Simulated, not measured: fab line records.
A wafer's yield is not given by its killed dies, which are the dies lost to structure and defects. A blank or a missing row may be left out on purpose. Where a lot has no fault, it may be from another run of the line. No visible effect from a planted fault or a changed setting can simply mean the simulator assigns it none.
The same fault as seen by 2 desks ; flow berkeley-cmos170 ; only its own numbers are on each desk; what lay behind them is given at the end

## AT THE METROLOGY DESK
Lot by lot, what the gauges showed, no matter which tool ran the lot: averages of those sampled wafers that carry a number. If a lot's mean is further than 4 standard deviations from the usual mean, the lot is out of limits and carries the mark OUT (the distance appears in the brackets).
Columns: A = PVT_TW at UCB170_PVT_TW_MEAS_09, usual 509; B = NLDD_TW at UCB170_NLDD_TW_MEAS_11, usual 2201; C = NLDD_RS at UCB170_SDANNEAL_RS_MEAS_05, usual 616.6 ohm/sq; D = V1_BOW at UCB170_V1_BOW_MEAS_03, usual 19 um
lot;first seen here;A;B;C;D
L215;day 6 07:34;515;2214;616.1;21
L217;day 6 15:56;503;2210;619.0;20
L216;day 6 16:17;514;2190;613.8;18
L218;day 7 06:46;515;2227;614.8;18
L219;day 7 17:21;505;2215;614.6;17
L220;day 7 17:33;515;2212;616.2;22
L221;day 7 17:42;515;2201;618.9;21
L223;day 8 06:02;515;2182;618.1;16
L222;day 8 06:15;506;2202;617.4;17
L224;day 8 16:49;511;2206;615.3;24
L225;day 9 04:58;506;2179;618.3;14
L229;day 9 19:47;503;3126 (+66) OUT;172.9 (-99 or more) OUT;18
L231;day 10 04:31;508;3121 (+66) OUT;173.2 (-99 or more) OUT;22
L230;day 10 05:48;504;3112 (+65) OUT;172.7 (-99 or more) OUT;23
This desk's finding: out of limits on L229, L230, L231; first on L229, day 10 16:31 (NLDD_TW at UCB170_NLDD_TW_MEAS_11). Within limits: L215, L217, L216, L218, L219, L220, L221, L223, L222, L224, L225.

## DESK OF THE TOOL OWNER: implanter-01
For each lot that ran on this tool, the mean over its sampled wafers that have a number, from the tool's own readings at UCB170_NLDD_IMPLANT_08. If a lot's mean is further than 4 standard deviations from the usual mean, the lot is out of limits and carries the mark OUT (the distance appears in the brackets).
Columns: A = beam-on-s at UCB170_NLDD_IMPLANT_08, usual 10.00 s; B = dose-ions-cm2 at UCB170_NLDD_IMPLANT_08, usual 5e+13; C = end-station-pressure-torr at UCB170_NLDD_IMPLANT_08, usual 5.13e-06 Torr; D = faraday-current-uA at UCB170_NLDD_IMPLANT_08, usual 159
lot;first seen here;A;B;C;D
L215;day 7 04:16;10.02;5e+13;4.88e-06;158
L217;day 7 19:35;9.78;5e+13;5.39e-06;162
L221;day 8 16:06;10.06;5e+13;5.00e-06;158
L222;day 9 02:33;9.84;5e+13;5.18e-06;161
L224;day 9 13:41;10.02;5e+13;5.03e-06;159
L229;day 10 16:07;13.31 (+16) OUT;5e+14 (+99 or more) OUT;5.93e-06;1191 (+99 or more) OUT
L230;day 11 07:34;13.11 (+15) OUT;5e+14 (+99 or more) OUT;5.74e-06;1208 (+99 or more) OUT
L231;day 11 08:10;13.18 (+15) OUT;5e+14 (+99 or more) OUT;5.89e-06;1204 (+99 or more) OUT
This desk's verdict: out of limits on L229, L230, L231, starting with L229 at day 10 16:07 (beam-on-s at UCB170_NLDD_IMPLANT_08). Within limits: L215, L217, L221, L222, L224.

## BROUGHT TOGETHER
An alarm could have come from the tool owner's desk at day 10 16:07, on L229, L230, L231.
An alarm was possible from the metrology desk at day 10 16:31, on L229, L230, L231.
Every lot named ran UCB170_NLDD_IMPLANT_08 on implanter-01.

## WHAT WAS PUT IN BY THE SIMULATOR
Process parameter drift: implanter-01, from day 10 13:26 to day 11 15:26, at UCB170_NLDD_IMPLANT_08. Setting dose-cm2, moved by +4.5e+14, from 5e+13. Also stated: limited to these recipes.
Lots struck among those shown: L229, L230, L231.
Time in hours from fault onset to the first out-of-limits reading at each desk: tool owner's desk 3, metrology desk 3.
